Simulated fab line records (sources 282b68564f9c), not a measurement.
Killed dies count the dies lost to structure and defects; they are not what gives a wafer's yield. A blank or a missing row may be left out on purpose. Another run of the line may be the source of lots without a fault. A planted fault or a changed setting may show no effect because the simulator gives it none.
fab line records	flow rit-cmos
[record] lots = 6	wafers = 18	last-day = 7
route steps=202 shown SDANNEAL@156 PSD@157 NSD@158 PLDD@159 NLDD@160 SILICIDE@161 CONTACT@168 M1@202
lots untouched by any fault: they come from a run of this same line in which no faults occurred
start-h: the number of hours between the record's first day and the start of the first shown wafer of the lot	wait-h: time in hours since the lot's previous step	" the same as in the row above	L1.1+2: several wafers, shown together as one row	- value missing, or start not given	* or withheld: withheld	< > ~ a bound
route shown NAME@n: NAME is a module with steps in the file, n the number in the route of the first one	usual: average and standard deviation across the fault-free wafers	same: alike in all rows	chamber/n: place in a boat	sites: per-site readings	_std_site: the standard deviation of these	_edge_site: inner sites' mean taken away from outer sites' mean	radius-mm: for every site, how far away it sits from the centre of the wafer	mask NAME#n: copy n	behind: tool/chamber where the wafer was last shaped	hold: cause of the lot's hold/its duration in hours/its outcome	device: names the non-switching transistor (n, p or np)	end of line: tests run on the same wafers once the route is complete	a step with no rows: only its recipe	killed: not the wafer's yield, but the dies lost to structure and defects at the first sort	map: a wafer's dies, x killed, . not, _ none there
set.NAME: the setting that was run; set.NAME@STEP: the one run at that earlier step	model.NAME: the simulator's own value behind a step, which no gauge read
lots at some steps of the route; a table a step, a row a wafer
services: a tool's chamber out of use, with start hour (start-h, from the record's first day; less than 0 if before it), hours out, and reason
[[steps]]
[step RIT_SDANNEAL_RTA_03]
[recipe] temp-c = 1050	time-s = 5	idle-temp-c = 600	ramp-up-c-per-s = 342	ramp-down-c-per-s = 171	cool-to-c = 600	ambient = N2
[usual] wafer_temp_C_max = 1053.5/1.3
lot.wafer	tool	chamber	start-h	wait-h	wafer_temp_C_max
L148.4	rtp-anneal-01	0	64.44	0.0	1054.1
L148.5	"	0	"	"	1052.3
L148.6	"	0	"	"	1053.1
L161.1	rtp-anneal-02	0	129.82	0.0	1054.8
L161.3	"	0	"	"	1052.1
L161.6	"	0	"	"	1052.5
L162.1	rtp-anneal-01	0	134.93	0.0	1052.5
L162.2	"	0	"	"	1053.6
L162.4	"	0	"	"	1056.8
L164.1	rtp-anneal-01	0	145.66	0.0	1054.0
L164.3	"	0	"	"	1054.3
L164.4	"	0	"	"	1055.1
L165.3	rtp-anneal-02	0	150.81	0.0	1055.6
L165.4	"	0	"	"	1054.6
L165.5	"	0	"	"	1055.9
L166.2	rtp-anneal-01	0	154.18	0.0	1052.3
L166.4	"	0	"	"	1053.4
L166.6	"	0	"	"	1054.5
[step RIT_SDANNEAL_RS_MEAS_04]
[recipe] thk-meas-gauge = four-point-probe
[usual] PSD_RS = 116.07/0.27
lot.wafer	tool	chamber	start-h	wait-h	PSD_RS[ohm/sq]
L148.4	film-metro-03	-	64.53	0.1	115.94
L148.5	"	-	"	"	116.06
L148.6	"	-	"	"	116.04
L161.1	film-metro-02	-	129.87	0.0	116.42
L161.3	"	-	"	"	116.17
L161.6	"	-	"	"	116.28
L162.1	film-metro-03	-	134.99	0.0	116.05
L162.2	"	-	"	"	115.97
L162.4	"	-	"	"	116.04
L164.1	film-metro-01	-	145.72	0.0	115.68
L164.3	"	-	"	"	115.64
L164.4	"	-	"	"	115.60
L165.3	film-metro-03	-	150.89	0.1	115.76
L165.4	"	-	"	"	116.06
L165.5	"	-	"	"	115.84
L166.2	film-metro-02	-	154.25	0.1	115.94
L166.4	"	-	"	"	116.43
L166.6	"	-	"	"	116.17
[step RIT_SDANNEAL_RS_MEAS_05]
[recipe] thk-meas-gauge = four-point-probe
[usual] NSD_RS = 84.56/0.26
lot.wafer	tool	chamber	start-h	wait-h	NSD_RS[ohm/sq]
L148.4	film-metro-03	-	64.65	0.1	84.68
L148.5	"	-	"	"	84.36
L148.6	"	-	"	"	84.44
L161.1	film-metro-02	-	129.99	0.1	84.82
L161.3	"	-	"	"	85.13
L161.6	"	-	"	"	85.18
L162.1	film-metro-03	-	135.11	0.1	84.40
L162.2	"	-	"	"	84.41
L162.4	"	-	"	"	84.36
L164.1	film-metro-01	-	145.84	0.1	84.85
L164.3	"	-	"	"	84.73
L164.4	"	-	"	"	84.66
L165.3	film-metro-03	-	151.01	0.1	84.51
L165.4	"	-	"	"	84.88
L165.5	"	-	"	"	84.52
L166.2	film-metro-02	-	154.37	0.1	84.46
L166.4	"	-	"	"	84.34
L166.6	"	-	"	"	84.28
[step RIT_SDANNEAL_RS_MEAS_06]
[recipe] thk-meas-gauge = four-point-probe
[usual] PLDD_RS = 178.6/0.44
lot.wafer	tool	chamber	start-h	wait-h	PLDD_RS[ohm/sq]
L148.4	film-metro-03	-	64.77	0.1	178.7
L148.5	"	-	"	"	178.2
L148.6	"	-	"	"	178.6
L161.1	film-metro-02	-	130.11	0.1	178.5
L161.3	"	-	"	"	178.6
L161.6	"	-	"	"	178.6
L162.1	film-metro-03	-	135.23	0.1	179.0
L162.2	"	-	"	"	178.7
L162.4	"	-	"	"	177.9
L164.1	film-metro-01	-	145.96	0.1	178.2
L164.3	"	-	"	"	178.3
L164.4	"	-	"	"	178.4
L165.3	film-metro-03	-	151.13	0.1	178.4
L165.4	"	-	"	"	179.2
L165.5	"	-	"	"	178.1
L166.2	film-metro-02	-	154.49	0.1	178.7
L166.4	"	-	"	"	178.7
L166.6	"	-	"	"	177.9
[step RIT_SDANNEAL_RS_MEAS_07]
[recipe] thk-meas-gauge = four-point-probe
[usual] NLDD_RS = 151.6/0.5
lot.wafer	tool	chamber	start-h	wait-h	NLDD_RS[ohm/sq]
L148.4	film-metro-03	-	64.89	0.1	151.7
L148.5	"	-	"	"	152.0
L148.6	"	-	"	"	152.5
L161.1	film-metro-02	-	130.23	0.1	151.7
L161.3	"	-	"	"	152.2
L161.6	"	-	"	"	151.6
L162.1	film-metro-03	-	135.35	0.1	151.4
L162.2	"	-	"	"	150.9
L162.4	"	-	"	"	151.2
L164.1	film-metro-01	-	146.08	0.1	151.0
L164.3	"	-	"	"	150.5
L164.4	"	-	"	"	151.4
L165.3	film-metro-03	-	151.25	0.1	152.3
L165.4	"	-	"	"	152.1
L165.5	"	-	"	"	152.2
L166.2	film-metro-02	-	154.61	0.1	151.3
L166.4	"	-	"	"	151.5
L166.6	"	-	"	"	151.1
[step RIT_SILICIDE_WET_ETCH_00]
[recipe] chemistry = BOE	target = SiO2	target-depth-nm = 14	time-s = 15	dry = n2-spin	dilution = 10:1	temp-c = 21.5
[step RIT_SILICIDE_SPUTTER_01]
[recipe] material = Ti	target-thk-nm = 30	power-w = 363.2	chamber-pressure-pa = 0.667	gas = Ar	time-s = 240	substrate-temp-c = 25
[usual] throttle-valve-pct = 29.6/1.1
lot.wafer	tool	chamber	start-h	wait-h	throttle-valve-pct
L148.4	pvd-sputter-04	-	64.96	0.0	30.6
L148.5	"	-	"	"	31.2
L148.6	"	-	"	"	27.7
L161.1	pvd-sputter-04	-	130.37	0.0	27.7
L161.3	"	-	"	"	30.2
L161.6	"	-	"	"	30.2
L162.1	pvd-sputter-01	-	135.48	0.0	28.1
L162.2	"	-	"	"	29.5
L162.4	"	-	"	"	30.9
L164.1	pvd-sputter-01	-	146.21	0.0	29.5
L164.3	"	-	"	"	30.7
L164.4	"	-	"	"	27.8
L165.3	pvd-sputter-04	-	151.34	0.0	27.8
L165.4	"	-	"	"	30.2
L165.5	"	-	"	"	30.2
L166.2	pvd-sputter-01	-	154.72	0.0	29.1
L166.4	"	-	"	"	29.8
L166.6	"	-	"	"	29.5
[step RIT_SILICIDE_RS_MEAS_02]
[recipe] thk-meas-gauge = four-point-probe	reads = Ti_of_SILICIDE_SPUTTER_01
[usual] SILICIDE_TI_RS = 45.9/0.78
lot.wafer	tool	chamber	start-h	wait-h	SILICIDE_TI_RS[ohm/sq]
L148.4	film-metro-04	-	65.17	0.1	47.0
L148.5	"	-	"	"	46.2
L148.6	"	-	"	"	45.9
L161.1	film-metro-04	-	130.52	0.1	45.3
L161.3	"	-	"	"	47.1
L161.6	"	-	"	"	45.5
L162.1	film-metro-01	-	135.63	0.1	45.0
L162.2	"	-	"	"	46.6
L162.4	"	-	"	"	45.5
L164.1	film-metro-04	-	146.36	0.1	46.2
L164.3	"	-	"	"	45.9
L164.4	"	-	"	"	45.3
L165.3	film-metro-01	-	151.53	0.1	46.8
L165.4	"	-	"	"	46.6
L165.5	"	-	"	"	46.2
L166.2	film-metro-04	-	154.89	0.1	46.1
L166.4	"	-	"	"	46.9
L166.6	"	-	"	"	46.7
[step RIT_SILICIDE_THK_MEAS_03]
[recipe] thk-meas-gauge = xrf	reads = Ti_of_SILICIDE_SPUTTER_01
[usual] SILICIDE_TI_THK = 31.5/0.48
lot.wafer	tool	chamber	start-h	wait-h	SILICIDE_TI_THK[nm]
L148.4	film-metro-04	-	65.27	0.1	30.7
L148.5	"	-	"	"	31.2
L148.6	"	-	"	"	31.5
L161.1	film-metro-04	-	130.64	0.1	31.8
L161.3	"	-	"	"	31.0
L161.6	"	-	"	"	31.7
L162.1	film-metro-01	-	135.75	0.1	32.2
L162.2	"	-	"	"	31.2
L162.4	"	-	"	"	31.9
L164.1	film-metro-04	-	146.48	0.1	31.2
L164.3	"	-	"	"	31.5
L164.4	"	-	"	"	31.7
L165.3	film-metro-01	-	151.63	0.1	31.2
L165.4	"	-	"	"	31.3
L165.5	"	-	"	"	31.4
L166.2	film-metro-04	-	155.00	0.1	31.4
L166.4	"	-	"	"	30.8
L166.6	"	-	"	"	30.9
[step RIT_SILICIDE_RTA_04]
[recipe] temp-c = 650	time-s = 10	idle-temp-c = 25	ramp-up-s = 5	ramp-down-s = 5	cool-to-c = 25	ambient = N2
[usual] wafer_temp_C_max = 653.0/0.68
lot.wafer	tool	chamber	start-h	wait-h	wafer_temp_C_max
L148.4	rtp-anneal-02	0	65.33	0.1	652.6
L148.5	"	0	"	"	652.3
L148.6	"	0	"	"	652.8
L161.1	rtp-anneal-01	0	130.70	0.1	653.3
L161.3	"	0	"	"	653.1
L161.6	"	0	"	"	654.3
L162.1	rtp-anneal-02	0	135.81	0.1	652.9
L162.2	"	0	"	"	652.5
L162.4	"	0	"	"	653.1
L164.1	rtp-anneal-01	0	146.54	0.1	653.0
L164.3	"	0	"	"	653.6
L164.4	"	0	"	"	654.6
L165.3	rtp-anneal-01	0	151.69	0.1	654.3
L165.4	"	0	"	"	652.8
L165.5	"	0	"	"	652.0
L166.2	rtp-anneal-02	0	155.07	0.1	652.4
L166.4	"	0	"	"	653.0
L166.6	"	0	"	"	652.8
[step RIT_SILICIDE_WET_ETCH_05]
[recipe] chemistry = SPM	target = Ti	temp-c = 90	time-s = 120	dry = n2-spin
[step RIT_SILICIDE_RTA_06]
[recipe] temp-c = 750	time-s = 10	idle-temp-c = 25	ramp-up-s = 5	ramp-down-s = 10	cool-to-c = 25	ambient = N2
[usual] wafer_temp_C_max = 753.5/0.87
lot.wafer	tool	chamber	start-h	wait-h	wafer_temp_C_max
L148.4	rtp-anneal-01	0	65.53	0.0	755.3
L148.5	"	0	"	"	754.1
L148.6	"	0	"	"	754.6
L161.1	rtp-anneal-02	0	130.81	0.0	753.3
L161.3	"	0	"	"	754.0
L161.6	"	0	"	"	753.1
L162.1	rtp-anneal-01	0	135.92	0.0	753.8
L162.2	"	0	"	"	754.1
L162.4	"	0	"	"	755.5
L164.1	rtp-anneal-01	0	146.65	0.0	753.5
L164.3	"	0	"	"	753.3
L164.4	"	0	"	"	754.9
L165.3	rtp-anneal-02	0	151.80	0.0	753.7
L165.4	"	0	"	"	753.2
L165.5	"	0	"	"	753.5
L166.2	rtp-anneal-01	0	155.17	0.0	753.0
L166.4	"	0	"	"	753.5
L166.6	"	0	"	"	752.7
[step RIT_CONTACT_CVD_00]
[recipe] material = SiO2	target-thk-nm = 400	precursor = TEOS	temp-c = 390	time-s = 61	rf-w = 400
[usual] heater-power-w = 309/41	rf-fwd-power-W = 396.3/1.7	susceptor-temp-C = 390.01/0.21
lot.wafer	tool	chamber	start-h	wait-h	heater-power-w	rf-fwd-power-W	susceptor-temp-C
L148.4	pecvd-03	2	65.59	0.0	319	393.6	389.99
L148.5	"	1	"	"	309	395.7	390.23
L148.6	"	0	"	"	292	394.0	390.05
L161.1	pecvd-04	0	130.87	0.1	-	-	-
L161.3	"	2	"	"	-	-	-
L161.6	"	1	"	"	-	-	-
L162.1	pecvd-03	2	135.98	0.1	-	-	-
L162.2	"	0	"	"	-	-	-
L162.4	"	2	"	"	-	-	-
L164.1	pecvd-04	2	146.72	0.1	296	397.1	390.33
L164.3	"	1	"	"	321	396.9	390.12
L164.4	"	2	"	"	308	399.8	390.36
L165.3	pecvd-03	0	151.84	0.0	309	397.5	390.01
L165.4	"	0	"	"	313	396.7	389.83
L165.5	"	1	"	"	224	395.1	389.67
L166.2	pecvd-02	1	155.23	0.0	407	396.8	389.87
L166.4	"	2	"	"	323	394.9	390.08
L166.6	"	0	"	"	300	395.2	389.93
[step RIT_CONTACT_HMDS_02]
[recipe] prime-time-s = 60	prime-temp-c = 140
[step RIT_CONTACT_COAT_03]
[recipe] resist = NOVOLAK	spin-rpm = 3250	resist-thk-nm = 1000
[step RIT_CONTACT_SOFTBAKE_04]
[recipe] resist = NOVOLAK	temp-c = 90	time-s = 60
[step RIT_CONTACT_EXPOSE_05]
[recipe] mask-id = M11	na = 0.6	source-shape = conventional	sigma-outer = 0.5	target-cd-nm = 1000	dose-mj = 250
[step RIT_CONTACT_PEB_06]
[recipe] resist = NOVOLAK	temp-c = withheld	time-s = withheld
[step RIT_CONTACT_DEVELOP_07]
[recipe] resist = NOVOLAK	develop-time-s = 120	dev-temp-c = 23
[step RIT_CONTACT_CD_MEAS_08]
[recipe] target-cd-nm = 1000
[usual] cd-nm = 1000.8/2
lot.wafer	tool	chamber	start-h	wait-h	cd-nm
L148.4	cd-sem-02	-	66.82	-	1002.2
L148.5	"	-	"	"	1000.6
L148.6	"	-	"	"	1002.8
L161.1	cd-sem-02	-	132.13	-	998.5
L161.3	"	-	"	"	998.1
L161.6	"	-	"	"	997.2
L162.1	cd-sem-02	-	137.06	-	1000.8
L162.2	"	-	"	"	999.1
L162.4	"	-	"	"	999.0
L164.1	cd-sem-02	-	147.79	-	998.1
L164.3	"	-	"	"	995.4
L164.4	"	-	"	"	996.5
L165.3	cd-sem-02	-	153.09	-	1005.2
L165.4	"	-	"	"	1001.9
L165.5	"	-	"	"	1003.5
L166.2	cd-sem-01	-	156.41	-	1000.4
L166.4	"	-	"	"	1001.6
L166.6	"	-	"	"	999.8
[step RIT_CONTACT_OVL_MEAS_09]
[usual] CONTACT_OVL = 0.1/1.4
lot.wafer	tool	chamber	start-h	wait-h	CONTACT_OVL[nm]
L148.4	overlay-02	-	66.90	0.1	1.7
L148.5	"	-	"	"	1.6
L148.6	"	-	"	"	0.3
L161.1	overlay-01	-	132.25	0.1	0.2
L161.3	"	-	"	"	2.0
L161.6	"	-	"	"	0.6
L162.1	overlay-02	-	137.18	0.1	2.7
L162.2	"	-	"	"	1.4
L162.4	"	-	"	"	2.9
L164.1	overlay-02	-	147.91	0.1	-2.1
L164.3	"	-	"	"	-0.9
L164.4	"	-	"	"	-1.0
L165.3	overlay-02	-	153.18	0.1	-2.4
L165.4	"	-	"	"	-2.6
L165.5	"	-	"	"	-2.4
L166.2	overlay-02	-	156.52	0.1	0.5
L166.4	"	-	"	"	-0.4
L166.6	"	-	"	"	-1.7
[step RIT_CONTACT_HARDBAKE_10]
[recipe] resist = NOVOLAK	temp-c = 140	time-s = 60
[step RIT_CONTACT_ETCH_11]
[recipe] target-depth-a = 4800	over-etch-frac = 0.2	stop-on = TiSi2	chemistry = CHF3/CF4/Ar	target = SiO2	CHF3_flow_sccm = 50	cf4-flow-sccm = 10	Ar_flow_sccm = 100	O2_flow_sccm = 5	pressure-mtorr = 100	rf-w = 200	time-s = 320
[usual] drypump-motor-current-A = 5.7/0.3	oes-product-au = 0.986/0.014	rf-fwd-power-W = 199.5/0.53	throttle-valve-pct = 8.91/0.14
lot.wafer	tool	chamber	start-h	wait-h	drypump-motor-current-A	oes-product-au	rf-fwd-power-W	rf-hours-counter-h	throttle-valve-pct	model.etch.depth-nm	model.CONTACT.feature-depth-nm
L148.4	rie-diel-02	3	67.07	0.1	6.3	0.980	199.5	2	8.79	402.7	402.7
L148.5	"	2	"	"	5.4	0.997	199.5	-	8.98	402.4	402.4
L148.6	"	1	"	"	5.6	0.973	200.0	-	8.94	398.4	398.4
L161.1	rie-diel-02	0	132.44	0.1	5.7	0.922	198.6	134	8.69	0	1e-09
L161.3	"	1	"	"	5.7	0.930	200.0	142	8.93	0	1e-09
L161.6	"	1	"	"	5.7	0.925	199.1	-	8.92	0	1e-09
L162.1	rie-diel-01	3	137.37	0.1	5.6	0.920	197.8	0	8.73	0	1e-09
L162.2	"	1	"	"	6.4	0.943	199.4	1	9.03	0	1e-09
L162.4	"	2	"	"	5.4	0.912	199.8	64	9.14	0	1e-09
L164.1	rie-diel-03	2	148.10	0.1	5.9	1.010	199.4	74	8.93	397.8	397.8
L164.3	"	3	"	"	5.5	0.993	198.9	49	9.08	401.3	401.3
L164.4	"	1	"	"	5.6	0.986	200.6	47	8.85	404.8	404.8
L165.3	rie-diel-01	2	153.35	0.1	5.4	0.960	200.0	64	9.15	389.5	389.5
L165.4	"	3	"	"	5.7	0.973	199.7	0	8.73	403.9	403.9
L165.5	"	2	"	"	5.4	0.967	200.1	-	9.14	391.8	391.8
L166.2	rie-diel-02	3	156.79	0.1	6.3	0.974	199.1	4	8.81	402.1	402.1
L166.4	"	2	"	"	5.4	0.998	199.2	5	8.99	406.5	406.5
L166.6	"	3	"	"	6.3	0.972	199.9	-	8.80	403.7	403.7
[step RIT_CONTACT_STRIP_12]
[recipe] chemistry = O2	time-s = 180	resist = NOVOLAK	platen-temp-c = withheld	power-w = 500	pressure-mtorr = 4000	o2-flow-sccm = 4000
[usual] drypump-motor-current-A = 5.6/0.49
lot.wafer	tool	chamber	start-h	wait-h	drypump-motor-current-A	rf-hours-counter-h
L148.4	plasma-asher-02	1	67.32	0.2	5.8	-
L148.5	"	1	"	"	5.8	-
L148.6	"	0	"	"	5.5	-
L161.1	plasma-asher-04	1	132.63	0.1	6.1	32
L161.3	"	1	"	"	6.2	-
L161.6	"	1	"	"	6.2	-
L162.1	plasma-asher-02	0	137.56	0.1	5.5	50
L162.2	"	1	"	"	5.8	50
L162.4	"	0	"	"	5.5	-
L164.1	plasma-asher-03	0	148.29	0.1	4.8	52
L164.3	"	1	"	"	6.1	-
L164.4	"	0	"	"	4.7	-
L165.3	plasma-asher-02	0	153.61	0.2	5.5	-
L165.4	"	1	"	"	5.9	-
L165.5	"	0	"	"	5.5	-
L166.2	plasma-asher-02	1	156.98	0.1	5.9	53
L166.4	"	0	"	"	5.5	-
L166.6	"	0	"	"	5.5	-
[step RIT_CONTACT_CD_MEAS_90]
[recipe] target-cd-nm = 1000
[usual] cd-nm = 1000.9/2.2
lot.wafer	tool	chamber	start-h	wait-h	cd-nm
L148.4	cd-sem-01	-	67.50	0.1	1001.5
L148.5	"	-	"	"	1000.5
L148.6	"	-	"	"	1002.7
L161.1	cd-sem-01	-	132.81	0.1	-
L161.3	"	-	"	"	-
L161.6	"	-	"	"	-
L162.1	cd-sem-01	-	137.74	0.1	-
L162.2	"	-	"	"	-
L162.4	"	-	"	"	-
L164.1	cd-sem-01	-	148.47	0.1	997.2
L164.3	"	-	"	"	995.0
L164.4	"	-	"	"	996.9
L165.3	cd-sem-01	-	153.76	0.1	1005.1
L165.4	"	-	"	"	1001.9
L165.5	"	-	"	"	1003.9
L166.2	cd-sem-01	-	157.18	0.1	1000.7
L166.4	"	-	"	"	1000.9
L166.6	"	-	"	"	1000.1
[step RIT_CONTACT_CLEAN_13]
[recipe] chemistry = SC1	mix = 3:3:50	time-s = 600	temp-c = 75
[step RIT_M1_PROBE_99]
[usual] killed_at_M0_to_M3 = 0.0/0.14	killed-at-contacts = 0.0/0.22	killed-at-front-end = 6.5/3	killed-dies = 6.6/3	killed-on-rim = 1.7/1.3	killed-open = 3.4/2.2	killed-short = 3.3/1.7
[same] gross-dies = 264	killed_at_M4_up = 0	killed-at-back-side = 0	killed-at-other = 0
lot.wafer	tool	chamber	start-h	wait-h	killed_at_M0_to_M3	killed-at-contacts	killed-at-front-end	killed-dies	killed-on-rim	killed-open	killed-short
L148.4	prober-02	-	72.24	0.2	0	0	14	14	4	5	9
L148.5	prober-02	-	72.29	0.2	0	1	10	11	3	6	5
L148.6	prober-02	-	72.34	0.2	0	0	13	13	4	11	2
L161.1	prober-01	-	138.36	0.1	0	263	1	264	70	1	0
L161.3	prober-01	-	138.46	0.2	0	260	4	264	70	1	3
L161.6	prober-01	-	138.61	0.2	1	263	0	264	70	0	0
L162.1	prober-02	-	143.23	0.1	0	263	1	264	70	0	1
L162.2	prober-02	-	143.28	0.1	1	261	2	264	70	2	0
L162.4	prober-02	-	143.38	0.2	0	262	2	264	70	2	0
L164.1	prober-02	-	153.35	0.1	0	0	8	8	1	3	5
L164.3	prober-02	-	153.45	0.2	0	0	4	4	2	3	1
L164.4	prober-02	-	153.50	0.2	0	0	6	6	1	3	3
L165.3	prober-01	-	158.54	0.2	0	1	7	8	3	3	5
L165.4	prober-01	-	158.59	0.2	0	0	5	5	0	5	0
L165.5	prober-01	-	158.64	0.2	0	0	11	11	4	7	4
L166.2	prober-02	-	162.90	0.1	0	0	9	9	0	4	5
L166.4	prober-02	-	163.00	0.2	0	0	9	9	1	5	4
L166.6	prober-02	-	163.10	0.2	0	1	4	5	1	2	3
// killed by level:class
L148.4 GATE:geometric-particle:short=5 GATE:geometric-particle:open=3 SPACER:geometric-particle:short=3 FOX1:geometric-particle:open=1 REOX:geometric-particle:short=1 SPACER:geometric-particle:open=1
L148.5 GATE:geometric-particle:short=4 GATE:geometric-particle:open=4 FOX1:geometric-particle:open=1 REOX:geometric-particle:short=1 CONTACT:geometric-particle:open=1
L148.6 GATE:geometric-particle:open=7 SPACER:geometric-particle:open=3 FOX2:geometric-particle:short=1 GATE:geometric-particle:short=1 REOX:geometric-particle:open=1
L161.1 CONTACT:lost-pattern=262 FOX1:geometric-particle:open=1 CONTACT:area-etch=1
L161.3 CONTACT:lost-pattern=258 CONTACT:area-cvd=2 FOX1:geometric-particle:short=1 GATE:geometric-particle:open=1 REOX:geometric-particle:short=1 SPACER:geometric-particle:short=1
L161.6 CONTACT:lost-pattern=261 M1:area-expose=1 CONTACT:area-cvd=1 CONTACT:area-etch=1
L162.1 CONTACT:lost-pattern=263 GATE:geometric-particle:short=1
L162.2 CONTACT:lost-pattern=259 CONTACT:area-cvd=2 GATE:geometric-particle:open=1 SPACER:geometric-particle:open=1 M1:area-expose=1
L162.4 CONTACT:lost-pattern=262 GATE:geometric-particle:open=1 REOX:geometric-particle:open=1
L164.1 GATE:geometric-particle:short=3 SILICIDE:geometric-particle:short=2 FOX1:geometric-particle:open=1 SPACER:geometric-particle:open=1 SILICIDE:geometric-particle:open=1
L164.3 FOX1:geometric-particle:open=1 GATE:geometric-particle:open=1 SPACER:geometric-particle:short=1 SPACER:geometric-particle:open=1
L164.4 GATE:geometric-particle:short=2 SILICIDE:geometric-particle:open=2 GATE:geometric-particle:open=1 SPACER:geometric-particle:short=1
L165.3 GATE:geometric-particle:short=3 FOX2:geometric-particle:open=1 GATE:geometric-particle:open=1 SPACER:geometric-particle:short=1 SILICIDE:geometric-particle:open=1 CONTACT:geometric-particle:short=1
L165.4 REOX:geometric-particle:open=3 SILICIDE:geometric-particle:open=2
L165.5 GATE:geometric-particle:open=2 REOX:geometric-particle:open=2 SILICIDE:geometric-particle:open=2 FOX2:geometric-particle:short=1 GATE:geometric-particle:short=1 SPACER:geometric-particle:open=1 SPACER:geometric-particle:short=1 SILICIDE:geometric-particle:short=1
L166.2 FOX1:geometric-particle:short=2 GATE:geometric-particle:short=2 FOX1:geometric-particle:open=1 GATE:geometric-particle:open=1 REOX:geometric-particle:open=1 SPACER:geometric-particle:short=1 SPACER:geometric-particle:open=1
L166.4 GATE:geometric-particle:short=4 FOX1:geometric-particle:open=2 FOX2:geometric-particle:open=2 REOX:geometric-particle:open=1
L166.6 FOX2:geometric-particle:open=1 SPACER:geometric-particle:short=1 SILICIDE:geometric-particle:open=1 SILICIDE:geometric-particle:short=1 CONTACT:geometric-particle:short=1
// map L161.1 (x killed, . not)
________xxxxxxx_______
_____xxxxxxxxxxxxx____
____xxxxxxxxxxxxxxx___
___xxxxxxxxxxxxxxxxx__
__xxxxxxxxxxxxxxxxxxx_
__xxxxxxxxxxxxxxxxxxx_
_xxxxxxxxxxxxxxxxxxxxx
_xxxxxxxxxxxxxxxxxxxxx
_xxxxxxxxxxxxxxxxxxxxx
_xxxxxxxxxxxxxxxxxxxxx
__xxxxxxxxxxxxxxxxxxx_
__xxxxxxxxxxxxxxxxxxx_
___xxxxxxxxxxxxxxxxx__
____xxxxxxxxxxxxxxx___
_____xxxxxxxxxxxxx____
________xxxxxxx_______
// map L162.1 (x killed, . not)
________xxxxxxx_______
_____xxxxxxxxxxxxx____
____xxxxxxxxxxxxxxx___
___xxxxxxxxxxxxxxxxx__
__xxxxxxxxxxxxxxxxxxx_
__xxxxxxxxxxxxxxxxxxx_
_xxxxxxxxxxxxxxxxxxxxx
_xxxxxxxxxxxxxxxxxxxxx
_xxxxxxxxxxxxxxxxxxxxx
_xxxxxxxxxxxxxxxxxxxxx
__xxxxxxxxxxxxxxxxxxx_
__xxxxxxxxxxxxxxxxxxx_
___xxxxxxxxxxxxxxxxx__
____xxxxxxxxxxxxxxx___
_____xxxxxxxxxxxxx____
________xxxxxxx_______
[[services]]
tool	chamber	start-h	hours	kind
rie-diel-02	3	42.94	12.6	repair
rie-diel-03	1	56.06	6.7	repair
rie-diel-01	0	59.10	5.6	repair
pecvd-04	1	73.71	29.5	repair
pecvd-02	-	75.31	2.8	pm
rie-diel-02	3	76.76	2.7	repair
rie-diel-01	-	76.79	0.7	repair
rie-diel-01	1	80.48	-	clean
rie-diel-01	1	80.48	23.1	scheduled-down
rie-diel-01	1	80.48	23.1	vent-cycle
pvd-sputter-04	-	94.76	9.3	repair
rie-diel-01	3	103.58	-	clean
rie-diel-01	3	103.58	15.2	scheduled-down
rie-diel-01	3	103.58	15.2	vent-cycle
pvd-sputter-04	-	120.48	9.6	repair
pvd-sputter-04	-	132.06	3.4	repair
rie-diel-03	3	133.17	10.2	repair
pecvd-02	0	133.48	7.9	repair
pecvd-03	-	140.22	6.0	pm
rtp-anneal-02	-	145.45	1.2	pm
[[key]]
[first-sign] step = RIT_CONTACT_CVD_00	reading = tool-record	direction = missing
[effect] step = RIT_CONTACT_ETCH_11	reading = oes-product-au	direction = down	sigmas = 4.3	usual = 0.986	struck = 0.925
[effect] step = RIT_CONTACT_CD_MEAS_90	reading = cd-nm	direction = missing
[effect] step = RIT_M1_PROBE_99	reading = killed-at-contacts	direction = up	sigmas = 99+	usual = 0.0	struck = 262
[model-effect] step = RIT_CONTACT_ETCH_11	value = etch.depth-nm	without = 399.6	struck = 0
met-at RIT_CONTACT_CVD_00
struck-wafers L161.1,L161.3,L161.6,L162.1,L162.2,L162.4
later-rows-left-out L161.1,L161.3,L161.6,L162.1,L162.2,L162.4
tester-left-out L161,L162
onset-between 65.59 130.87
[fault] kind = skipped-step-whole	tool = pecvd-03,pecvd-04	chamber = -	onset-h = 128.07	steps = RIT_CONTACT_CVD_00	scope = struck-lots-only
// tester-left-out: of these lots the tester's yield and bins aren't shown, on N5 and GAA mostly nor the transistor test; their killed dies are dies lost to structure and defects alone, not to doping, threshold or leakage, so they don't give the yield
// later-rows-left-out: the simulator's readings of these wafers behind a module that went badly wrong aren't trusted and aren't shown, but for the sort
